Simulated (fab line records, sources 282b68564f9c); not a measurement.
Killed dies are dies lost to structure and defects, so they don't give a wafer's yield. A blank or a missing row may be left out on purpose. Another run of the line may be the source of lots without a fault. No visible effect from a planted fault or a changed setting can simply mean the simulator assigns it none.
What tool caused it?	flow rit_cmos	15 lots with 45 wafers sampled at 2 steps, on a route of 202 steps

## WHAT THE GAUGES READ, wafer by wafer
Not one reading of a measure or inspect step in the record can be checked against a usual standard deviation.

## TOOL THAT RAN EACH LOT (tool first, then ch and the chambers of the sampled wafers, then the start)
lot	RIT_GATE_STRIP_20	RIT_M1_PROBE_99
L881	plasma_asher-03 ch 0,1, day 2 15:31	prober-01, day 3 12:11
L882	plasma_asher-04 ch 0,1, day 2 22:46	-
L883	plasma_asher-03 ch 1, day 3 04:32	-
L885	plasma_asher-04 ch 0,1, day 3 12:09	-
L886	plasma_asher-04 ch 0,1, day 3 18:39	-
L887	plasma_asher-04 ch 0,1, day 3 23:39	-
L893	plasma_asher-03 ch 0,1, day 5 05:33	prober-01, day 6 09:06
L895	plasma_asher-03 ch 0,1, day 5 15:02	prober-01, day 6 12:09
L897	plasma_asher-03 ch 0,1, day 6 00:32	prober-01, day 6 22:06
L898	plasma_asher-01 ch 0,1, day 6 06:29	-
L900	plasma_asher-01 ch 0,1, day 6 18:03	-
L901	plasma_asher-01 ch 0, day 6 22:16	prober-01, day 7 19:29
L902	plasma_asher-01 ch 0,1, day 6 23:34	-
L903	plasma_asher-01 ch 0,1, day 7 08:18	-
L904	plasma_asher-03 ch 0,1, day 7 12:30	-
- RIT_GATE_STRIP_20: strips in O2, time 180 s.
- RIT_M1_PROBE_99

## WHAT THE TOOLS THEMSELVES READ (means of the sampled wafers that have a number; where no wafer has one, the mark that the record gives instead)
RIT_GATE_STRIP_20.
lot	tool	drypump_motor_current_A (A)	o2_flow_sccm (sccm)
L881	plasma_asher-03	5.5	4003
L882	plasma_asher-04	6.1	3992
L883	plasma_asher-03	5.4	3994
L885	plasma_asher-04	5.8	3474
L886	plasma_asher-04	5.8	3480
L887	plasma_asher-04	5.8	3465
L893	plasma_asher-03	5.5	4003
L895	plasma_asher-03	5.5	4000
L897	plasma_asher-03	5.5	3994
L898	plasma_asher-01	5.6	3983
L900	plasma_asher-01	5.7	4001
L901	plasma_asher-01	5.9	3999
L902	plasma_asher-01	5.7	3998
L903	plasma_asher-01	5.7	3998
L904	plasma_asher-03	5.5	4014

RIT_M1_PROBE_99.
lot	tool	killed_at_M0_to_M3	killed_at_contacts	killed_at_front_end	killed_dies	killed_open	killed_short
L881	prober-01	0.0	0.0	4.3	4.3	2.7	1.7
L893	prober-01	0.0	0.0	8.7	8.7	4.7	4.0
L895	prober-01	0.0	0.0	5.0	5.0	2.7	2.3
L897	prober-01	0.0	0.0	5.3	5.3	3.0	2.3
L901	prober-01	0.0	0.0	9.3	9.3	4.0	5.3

## THE ANSWER, worked out from the rows above alone
Rule: usual is defined by the lots themselves. The widest of any qualifying gaps counts: lots, ordered by their means at a reading, are off when they make up no more than a third of the lots, leave a main group of 4 or more, and stand apart from it by 3 or more times the standard deviation of that group's means. A main group whose means are all the same, to the digits that the tables above print for the reading, isn't used. Also off: a lot with no number at a reading for which 4 or more lots have one. The other lots that the step has rows for count as sound. The gauges are gone through in route order, then the tools' own readings, and for those a lot's mean is taken as printed above. The first step at which some lot is off is used, and at that step the reading that is off furthest; a lot without a number counts as furthest.
Off: L885, L886, L887 (RIT_GATE_STRIP_20, o2_flow_sccm). The main group has a mean of 3998 sccm with a standard deviation of 7.1.
A tool fits if, at that step or a process step before it, it ran every lot that is off, and no sound lot after the first of them. One fits: RIT_GATE_STRIP_20 on plasma_asher-04. A fault onset in the window from L882 (day 2 22:46, its last sound lot) to L885 (day 3 12:09, its first lot off) fits.
The tool's own readings at RIT_GATE_STRIP_20 bear it out: on the lots that are off they differ by more than 5 times the standard deviation of the sound lots' means. o2_flow_sccm reads 3473 sccm there against 3998 sccm on the sound lots.

## WHAT THE SIMULATOR HAD INSERTED
plasma_asher-04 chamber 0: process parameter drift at RIT_GATE_STRIP_20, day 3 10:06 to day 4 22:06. A move of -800 in setting o2_flow_sccm, from 4000. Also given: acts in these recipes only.
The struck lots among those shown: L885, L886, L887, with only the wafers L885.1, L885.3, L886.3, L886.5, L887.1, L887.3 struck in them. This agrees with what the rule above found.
